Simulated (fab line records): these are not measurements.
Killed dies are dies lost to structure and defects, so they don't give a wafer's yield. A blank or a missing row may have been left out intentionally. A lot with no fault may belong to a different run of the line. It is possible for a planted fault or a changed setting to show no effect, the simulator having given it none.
A single fault, viewed from 2 desks + flow berkeley cmos170 + each desk has only its own numbers; what lay behind them comes last

== FROM THE METROLOGY DESK ==
What the gauges read for every lot (on any tool): the sampled wafers with a number, averaged. If a lot's mean is further than 4 standard deviations from the usual mean, the lot is out of limits and carries the mark OUT (the distance appears in the brackets).
Columns: A = SILICIDE_TI_RS at UCB170_SILICIDE_RS_MEAS_02, usual 26.21 ohm/sq; B = SILICIDE_TI_THK at UCB170_SILICIDE_THK_MEAS_03, usual 29.5 nm
| lot  | first seen here | A                | B               |
|------|-----------------|------------------|-----------------|
| L851 | day 7 04:37     | 26.63            | 29.1            |
| L852 | day 7 04:55     | 26.11            | 29.5            |
| L854 | day 7 12:05     | 26.68            | 29.3            |
| L855 | day 8 02:04     | 26.11            | 29.7            |
| L856 | day 8 02:24     | 25.95            | 30.0            |
| L858 | day 8 13:02     | 26.07            | 29.8            |
| L862 | day 9 17:20     | 24.69 (-5.1) OUT | 31.0 (+4.4) OUT |
| L864 | day 9 23:23     | 25.16            | 30.4            |
| L866 | day 10 11:41    | 26.16            | 29.4            |
| L867 | day 10 11:41    | 25.96            | 29.8            |
| L868 | day 11 00:53    | 26.07            | 29.8            |
| L869 | day 11 00:56    | 26.33            | 29.4            |
| L873 | day 11 10:32    | 25.95            | 29.9            |
| L872 | day 11 11:05    | 26.69            | 29.0            |
This desk's result: L862 out of limits, first on L862 (SILICIDE_TI_RS at UCB170_SILICIDE_RS_MEAS_02), day 9 17:20. Within limits: L851, L852, L854, L855, L856, L858, L864, L866, L867, L868, L869, L873, L872.

== DESK OF THE TOOL OWNER: pvd sputter-04 ==
The tool's own readings at UCB170_SILICIDE_SPUTTER_01 (material Ti, target thk 30 nm, time 25 s): means of the sampled wafers that have a number, for each lot that ran on this tool. If a lot's mean is further than 4 standard deviations from the usual mean, the lot is out of limits and carries the mark OUT (the distance appears in the brackets).
Columns: A = chamber pressure pa at UCB170_SILICIDE_SPUTTER_01, usual 0.5000 Pa; B = throttle valve pct at UCB170_SILICIDE_SPUTTER_01, usual 30.1 %
| lot  | first seen here | A      | B    |
|------|-----------------|--------|------|
| L851 | day 7 04:34     | 0.5003 | 30.8 |
| L854 | day 7 12:04     | 0.5013 | 30.8 |
| L856 | day 8 02:21     | 0.5000 | 30.3 |
| L862 | day 9 17:17     | 0.4989 | 30.5 |
| L864 | day 9 23:22     | 0.5006 | 30.9 |
This desk found nothing out of limits on any of the 5 lots.

== TAKEN TOGETHER ==
The metrology desk could have raised an alarm at day 9 17:20, on L862.
Nothing out of limits was seen by the tool owner's desk.
Tool owner's desk: L862 on record, inside its limits.
The lots listed all ran UCB170_SILICIDE_SPUTTER_01 on pvd sputter-04.

== WHAT THE SIMULATOR PUT IN ==
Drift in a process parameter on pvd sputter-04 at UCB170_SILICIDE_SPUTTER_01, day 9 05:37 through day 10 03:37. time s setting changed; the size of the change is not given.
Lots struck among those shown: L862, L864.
Hours from the fault's start to each desk's first reading out of limits: the metrology desk, 12.
